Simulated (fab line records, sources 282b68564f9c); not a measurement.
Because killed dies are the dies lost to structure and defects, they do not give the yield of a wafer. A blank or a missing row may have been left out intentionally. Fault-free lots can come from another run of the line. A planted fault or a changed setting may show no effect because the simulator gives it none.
One fault through the eyes of 2 desks | flow rit-cmos | each desk holds nothing but its own numbers, with what lay behind them at the end

## FOR THE TOOL OWNER'S DESK: implanter-02
RIT_PWELL_IMPLANT_08, tool's own readings: per-lot mean of the sampled wafers with a number, covering each lot this tool ran. If a lot's mean is further than 4 standard deviations from the usual mean, the lot is out of limits and carries the mark OUT (the distance appears in the brackets).
Columns: A = beam-energy-keV at RIT_PWELL_IMPLANT_08, usual 170.01
lot  | first seen here | A
L260 | day 2 10:36     | 170.04
L263 | day 3 00:44     | 170.00
L265 | day 3 11:04     | 185.18 (+99 or more) OUT
L269 | day 4 07:28     | 185.17 (+99 or more) OUT
Finding of this desk: L265, L269 out of limits; the first was L265 at day 3 11:04, on beam-energy-keV at RIT_PWELL_IMPLANT_08. Within limits: L260, L263.

## FROM THE METROLOGY DESK
What the gauges read for every lot (on any tool): the sampled wafers with a number, averaged. If a lot's mean is further than 4 standard deviations from the usual mean, the lot is out of limits and carries the mark OUT (the distance appears in the brackets).
Columns: A = PWELL_RS at RIT_WELLDRIVE_RS_MEAS_02, usual 431.5 ohm/sq; B = cd-nm at RIT_CONTACT_CD_MEAS_90, usual 1000.5 nm
lot  | first seen here | A     | B
L258 | day 2 07:55     | 433.1 | 1000.2
L259 | day 2 12:59     | 431.5 | 1003.1
L260 | day 2 17:05     | 431.8 | 1000.9
L261 | day 2 22:02     | 432.1 | 997.5
L262 | day 3 03:18     | 430.6 | 998.8
L263 | day 3 06:37     | 430.6 | 1003.2
L265 | day 3 18:48     | 427.6 | 999.5
L269 | day 4 13:10     | 426.9 | 1000.8
L274 | day 5 14:15     | 430.2 | 998.4
L275 | day 5 17:49     | 432.2 | 998.7
L276 | day 5 23:37     | 429.7 | 1002.5
L277 | day 6 04:44     | 432.3 | 1000.6
L280 | day 6 20:05     | 432.4 | 998.1
L281 | day 7 01:05     | 430.7 | 1002.2
Finding of this desk: none of the 14 lots has anything out of limits.

## PUT TOGETHER
At day 3 11:04, on L265, L269, the tool owner's desk was in a position to raise an alarm.
The metrology desk saw nothing out of limits.
The metrology desk holds a record of L265, L269, inside its limits.
Of the lots named, all ran RIT_PWELL_IMPLANT_08 on implanter-02.

## WHAT WAS PUT IN BY THE SIMULATOR
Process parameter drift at RIT_PWELL_IMPLANT_08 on implanter-02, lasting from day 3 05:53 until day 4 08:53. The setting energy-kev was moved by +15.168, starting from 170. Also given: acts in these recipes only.
Struck lots among those shown: L265, L269.
Time in hours from fault onset to the first out-of-limits reading at each desk: the tool owner's desk, 5.
